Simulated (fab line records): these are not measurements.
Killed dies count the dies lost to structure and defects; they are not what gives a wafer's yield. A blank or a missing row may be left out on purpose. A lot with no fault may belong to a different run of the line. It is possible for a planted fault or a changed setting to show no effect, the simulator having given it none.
fab line records    flow ritCmos
[record] lots = 14  wafers = 42  lastDay = 7
route steps=202 shown NRETRO@56 M1@202
lots that met no fault: taken from a fault-free run of the same line
startH: the number of hours between the record's first day and the start of the first shown wafer of the lot    waitH: hours from the lot's prior step to this one    " repeats the value in the row above    L1.1+2: one row covering several wafers at once    - no value, or no start was given    * or withheld: withheld    < > ~ a bound
route shown NAME@n: a module of which the file shows steps, and the number in the route of the first    usual: mean and standard deviation over wafers with no fault    same: alike in all rows    chamber/n: place in a boat    sites: readings site by site    _std_site: the standard deviation of these    _edge_site: mean of outer sites minus mean of inner sites    radiusMm: for every site, how far away it sits from the centre of the wafer    mask NAME#n: copy n    behind: the most recent tool/chamber to have shaped the wafer    hold: the reason the lot was held/the length of the hold in hours/how it ended    device: names the non-switching transistor (n, p or np)    end of line: the route-end tests of the same wafers    where a step has no rows: the recipe by itself    killed: count of dies lost to structure and defects at first sort (not the wafer's yield)    map: shows each die of a wafer: x if killed, . if not, _ if none is there
set.NAME: the run value of the setting; set.NAME@STEP: its run value at that earlier step    model.NAME: the simulator's own value behind a step, which no gauge read
one table for each step of the route and one row for each wafer, over a sample of lots
services: when a tool's chamber went out of use (startH, in hours from the record's first day, below 0 if earlier), for how many hours, and the reason
[[steps]]
[step RIT_NRETRO_EXPOSE_03]
[recipe] maskId = M4  na = 0.57  targetCdNm = 43900  doseMj = 250
[usual] focusOffsetNm = 0.0/0.57  stageVelMmS = 499.99/0.24
lot.wafer  tool             chamber  startH  waitH  mask  focusOffsetNm  stageVelMmS
L128.1     ilineStepper-02  0        30.27   0.1    M4#0  0.1            500.45
L128.5     "                0        "       "      M4#0  -0.1           499.85
L128.6     "                0        "       "      M4#0  0.7            499.97
L129.1     ilineStepper-01  0        36.82   0.2    M4#0  -0.2           499.82
L129.2     "                0        "       "      M4#0  0.3            499.87
L129.6     "                0        "       "      M4#0  -0.3           500.06
L130.4     ilineStepper-01  0        43.05   0.1    M4#0  0.0            499.77
L130.5     "                0        "       "      M4#0  0.1            499.96
L130.6     "                0        "       "      M4#0  0.6            499.90
L131.1     ilineStepper-01  0        44.30   0.1    M4#0  -0.1           499.75
L131.3     "                0        "       "      M4#0  -0.4           499.77
L131.6     "                0        "       "      M4#0  -1.0           500.17
L132.2     ilineStepper-01  0        49.65   0.1    M4#0  0.5            500.09
L132.4     "                0        "       "      M4#0  -0.1           500.02
L132.6     "                0        "       "      M4#0  -0.2           500.15
L133.1     ilineStepper-02  0        56.82   0.2    M4#0  0.4            500.05
L133.3     "                0        "       "      M4#0  0.5            500.07
L133.6     "                0        "       "      M4#0  -0.2           500.25
L134.2     ilineStepper-01  0        61.14   0.2    M4#0  0.0            499.96
L134.4     "                0        "       "      M4#0  -0.5           500.11
L134.5     "                0        "       "      M4#0  0.1            500.31
L135.1     ilineStepper-01  0        65.72   0.2    M4#0  0.1            499.85
L135.4     "                0        "       "      M4#0  0.5            499.83
L135.6     "                0        "       "      M4#0  0.1            499.64
L137.1     ilineStepper-01  0        78.24   0.2    M4#0  0.1            499.88
L137.2     "                0        "       "      M4#0  0.0            499.83
L137.3     "                0        "       "      M4#0  1.1            499.97
L141.1     ilineStepper-01  0        96.05   0.2    M4#0  -0.6           499.56
L141.4     "                0        "       "      M4#0  -0.6           499.20
L141.5     "                0        "       "      M4#0  -0.7           499.54
L147.1     ilineStepper-02  0        127.62  0.2    M4#0  1.4            499.63
L147.2     "                0        "       "      M4#0  1.1            499.80
L147.4     "                0        "       "      M4#0  0.2            499.85
L148.1     ilineStepper-02  0        129.72  0.1    M4#0  -0.3           500.30
L148.2     "                0        "       "      M4#0  0.5            500.28
L148.4     "                0        "       "      M4#0  0.2            499.99
L150.1     ilineStepper-02  0        139.93  0.2    M4#0  0.7            499.47
L150.2     "                0        "       "      M4#0  -0.3           499.88
L150.4     "                0        "       "      M4#0  0.1            499.73
L151.2     ilineStepper-02  0        146.64  0.1    M4#0  0.4            499.73
L151.3     "                0        "       "      M4#0  0.9            499.87
L151.6     "                0        "       "      M4#0  0.0            499.96
[step RIT_NRETRO_OVL_MEAS_06]
[usual] NRETRO_OVL = 0.0/1.4
lot.wafer  tool        chamber  startH  waitH  NRETRO_OVL[nm]
L128.1     overlay-02  -        30.70   -      1.6
L128.5     "           -        "       "      2.9
L128.6     "           -        "       "      0.0
L129.1     overlay-01  -        37.25   -      0.3
L129.2     "           -        "       "      0.8
L129.6     "           -        "       "      0.0
L130.4     overlay-01  -        43.44   -      2.1
L130.5     "           -        "       "      1.6
L130.6     "           -        "       "      3.3
L131.1     overlay-01  -        44.73   -      -0.5
L131.3     "           -        "       "      1.7
L131.6     "           -        "       "      0.0
L132.2     overlay-01  -        50.06   -      0.9
L132.4     "           -        "       "      -0.3
L132.6     "           -        "       "      1.4
L133.1     overlay-01  -        57.25   -      -0.6
L133.3     "           -        "       "      -1.5
L133.6     "           -        "       "      -1.8
L134.2     overlay-01  -        61.57   -      -
L134.4     "           -        "       "      -
L134.5     "           -        "       "      -
L135.1     overlay-02  -        66.15   -      -
L135.4     "           -        "       "      -
L135.6     "           -        "       "      -
L137.1     overlay-02  -        78.67   -      -
L137.2     "           -        "       "      -
L137.3     "           -        "       "      -
L141.1     overlay-02  -        96.48   -      -
L141.4     "           -        "       "      -
L141.5     "           -        "       "      -
L147.1     overlay-02  -        128.05  -      0.0
L147.2     "           -        "       "      -1.2
L147.4     "           -        "       "      1.8
L148.1     overlay-02  -        130.15  -      -2.7
L148.2     "           -        "       "      -1.3
L148.4     "           -        "       "      0.1
L150.1     overlay-01  -        140.36  -      -1.4
L150.2     "           -        "       "      -2.5
L150.4     "           -        "       "      0.2
L151.2     overlay-02  -        147.05  -      0.3
L151.3     "           -        "       "      -1.7
L151.6     "           -        "       "      -1.7
[step RIT_M1_PROBE_99]
[usual] killed_at_M0_to_M3 = 0.0/0.23  killedAtContacts = 0.1/0.34  killedAtFrontEnd = 6.9/2.8  killedDies = 7.1/2.8  killedOnRim = 1.8/1.3  killedOpen = 3.4/1.9  killedShort = 3.6/1.7
[same] grossDies = 264  killed_at_M4_up = 0  killedAtBackSide = 0  killedAtOther = 0
lot.wafer  tool       chamber  startH  waitH  killed_at_M0_to_M3  killedAtContacts  killedAtFrontEnd  killedDies  killedOnRim  killedOpen  killedShort
L134.2     prober-01  -        91.17   0.1    0                   0                 264               264         70           3           2
L134.4     prober-01  -        91.27   0.2    0                   0                 264               264         70           3           7
L134.5     prober-01  -        91.32   0.2    0                   0                 264               264         70           2           2
L135.1     prober-02  -        93.37   0.1    1                   0                 263               264         70           2           5
L135.4     prober-02  -        93.52   0.2    0                   0                 264               264         70           4           2
L135.6     prober-02  -        93.62   0.2    0                   0                 264               264         70           1           4
L137.1     prober-02  -        107.43  0.1    1                   0                 263               264         70           3           5
L137.2     prober-02  -        107.48  0.1    0                   0                 264               264         70           4           3
L137.3     prober-02  -        107.53  0.2    0                   0                 264               264         70           3           4
L141.1     prober-02  -        128.48  0.1    0                   1                 263               264         70           1           1
L141.4     prober-02  -        128.63  0.2    0                   0                 264               264         70           4           4
L141.5     prober-02  -        128.68  0.2    0                   0                 264               264         70           1           5
// killed by level:class
L134.2 NRETRO:overlay=259 SPACER:geometricParticle:open=3 FOX2:geometricParticle:short=1 GATE:geometricParticle:short=1
L134.4 NRETRO:overlay=254 SILICIDE:geometricParticle:short=3 GATE:geometricParticle:open=2 GATE:geometricParticle:short=2 REOX:geometricParticle:short=1 SPACER:geometricParticle:open=1 SPACER:geometricParticle:short=1
L134.5 NRETRO:overlay=260 FOX2:geometricParticle:short=1 FOX2:geometricParticle:open=1 GATE:geometricParticle:open=1 REOX:geometricParticle:short=1
L135.1 NRETRO:overlay=257 FOX1:geometricParticle:open=1 FOX2:geometricParticle:short=1 GATE:geometricParticle:short=1 GATE:geometricParticle:open=1 SPACER:geometricParticle:short=1 SILICIDE:geometricParticle:short=1 M1:geometricParticle:short=1
L135.4 NRETRO:overlay=258 REOX:geometricParticle:open=3 FOX1:geometricParticle:short=1 SPACER:geometricParticle:open=1 SPACER:geometricParticle:short=1
L135.6 NRETRO:overlay=259 GATE:geometricParticle:short=3 FOX1:geometricParticle:open=1 SILICIDE:geometricParticle:short=1
L137.1 NRETRO:overlay=256 GATE:geometricParticle:short=3 FOX1:geometricParticle:open=1 GATE:geometricParticle:open=1 REOX:geometricParticle:short=1 SPACER:geometricParticle:open=1 M1:geometricParticle:short=1
L137.2 NRETRO:overlay=257 REOX:geometricParticle:short=2 FOX1:geometricParticle:short=1 FOX2:geometricParticle:open=1 GATE:geometricParticle:open=1 REOX:geometricParticle:open=1 SILICIDE:geometricParticle:open=1
L137.3 NRETRO:overlay=257 REOX:geometricParticle:open=3 GATE:geometricParticle:short=2 SPACER:geometricParticle:short=1 SILICIDE:geometricParticle:short=1
L141.1 NRETRO:overlay=262 FOX1:geometricParticle:short=1 CONTACT:geometricParticle:open=1
L141.4 NRETRO:overlay=256 GATE:geometricParticle:short=2 SILICIDE:geometricParticle:open=2 FOX1:geometricParticle:short=1 REOX:geometricParticle:open=1 SPACER:geometricParticle:open=1 SPACER:geometricParticle:short=1
L141.5 NRETRO:overlay=258 GATE:geometricParticle:short=2 REOX:geometricParticle:short=1 SPACER:geometricParticle:short=1 SPACER:geometricParticle:open=1 SILICIDE:geometricParticle:short=1
[[services]]
tool             chamber  startH  hours  kind
ilineStepper-01  -        27.39   4.4    pm
ilineStepper-02  0        30.77   -      calibration
ilineStepper-02  -        64.92   4.4    pm
ilineStepper-01  0        127.23  -      calibration
[[key]]
[firstSign] step = RIT_NRETRO_OVL_MEAS_06  reading = NRETRO_OVL  direction = missing
[effect] step = RIT_M1_PROBE_99  reading = killedDies  direction = up  sigmas = 93  usual = 7.1  struck = 264
[moreKillsBornAt] RIT_NRETRO_EXPOSE_03@ilineStepper-01 = 3093
metAt RIT_NRETRO_EXPOSE_03
struckLots L134,L135,L137,L141
testerLeftOut L134,L135,L137,L141
onsetBetween 49.65 61.14
[fault] kind = scannerMatchingOverlay  tool = ilineStepper-01  chamber = -  onsetH = 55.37  steps = RIT_NRETRO_EXPOSE_03  offset = 6118.4
// testerLeftOut: of these lots the tester's yield and bins aren't shown, on N5 and GAA mostly nor the transistor test; their killed dies are dies lost to structure and defects alone, not to doping, threshold or leakage, so they don't give the yield
